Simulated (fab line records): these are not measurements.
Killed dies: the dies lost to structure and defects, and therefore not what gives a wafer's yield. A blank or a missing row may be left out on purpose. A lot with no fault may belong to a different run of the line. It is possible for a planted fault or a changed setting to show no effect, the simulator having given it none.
Problem report, 8D (eight disciplines) form, completed by code	flow rit_cmos	the parts of the form that need people (team, actions taken, sign-off) are left out

== 1. THE ISSUE ==
Wafers without a fault read 999.5 nm, standard deviation 2.7; cd_nm at RIT_CONTACT_CD_MEAS_08 reads a mean of 1150.6 nm on 6 wafers belonging to 2 lots. Relative to the usual mean, that is a shift of +56 standard deviations.
The step: target cd 1000 nm.
First observed at day 3 14:32: wafer L780.2, on cd_sem-01. The record has a number at this step for 42 wafers belonging to 14 lots. The rule behind "out" and "out of limits": a value lying over 4 standard deviations away from the usual mean. Any other wafer with a number is counted as sound.

== 2. WHAT THIS IS AND IS NOT ==
question	is	is not
which readings at this step	cd_nm	-
which lots	L780, L784	L778, L779, L781, L790, L793, L794, L796, L797, L798, L799, L800, L801
which wafers of those lots	all that have a number	-
read on which gauges	cd_sem-01	cd_sem-02
when	from day 3 14:32	up to then (6 sound wafers); but 30 sound wafers of L781, L790, L793, L794, L796, L797, L798, L799, L800, L801 came after

== 3. SUSPECTS, AND WHAT RULES EACH OUT ==
Counting: a tool at a process step up to the reading stays a suspect if it ran every lot that is out and no sound lot after the first of them.
- the gauge at RIT_CONTACT_CD_MEAS_08: kept. All the wafers that are out were read on cd_sem-01, and no step on other tools shows them out.
- litho_track-03 at RIT_CONTACT_COAT_03 (resist thk 1000 nm): ruled out as a lasting fault. The sound lots L799 went through it after L780, its earliest lot that is out (day 3 13:36).
Left after counting: cd_sem-01 at RIT_CONTACT_CD_MEAS_08.

== 4. THE CAUSE (what the simulator had put in) ==
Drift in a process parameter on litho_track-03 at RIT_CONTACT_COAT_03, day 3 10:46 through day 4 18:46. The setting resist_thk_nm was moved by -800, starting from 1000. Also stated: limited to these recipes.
It was ruled out by counting, in error; the rule expects a fault to strike all lots run on its tool from its start on, and this fault did not.

== 5. SEQUENCE OF EFFECTS, ordered by route ==
Rows list readings where the struck wafers' mean (over those with a number) sits beyond 3 standard deviations from the usual. Scope: only readings with a usual standard deviation given in the record; hours: median across lots of the time from each lot's start at the first step in this table that gives one to its start at this step; sigmas: change in usual standard deviations.
hours	step	reading	usual	on struck wafers	change	sigmas
0	RIT_CONTACT_CD_MEAS_08	cd_nm	999.5 nm	1150.6	+151.1	+56

== 6. HOW IT WOULD HAVE BEEN CAUGHT EARLIER ==
The first out-of-limits reading at a measuring or inspecting step in this record came at day 3 14:32, 4 hours after the fault's start at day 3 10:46.
Tool readings at RIT_CONTACT_COAT_03 with a usual standard deviation given in the record: none out on any struck wafer, hence no alarm at a limit of 4 standard deviations on them.
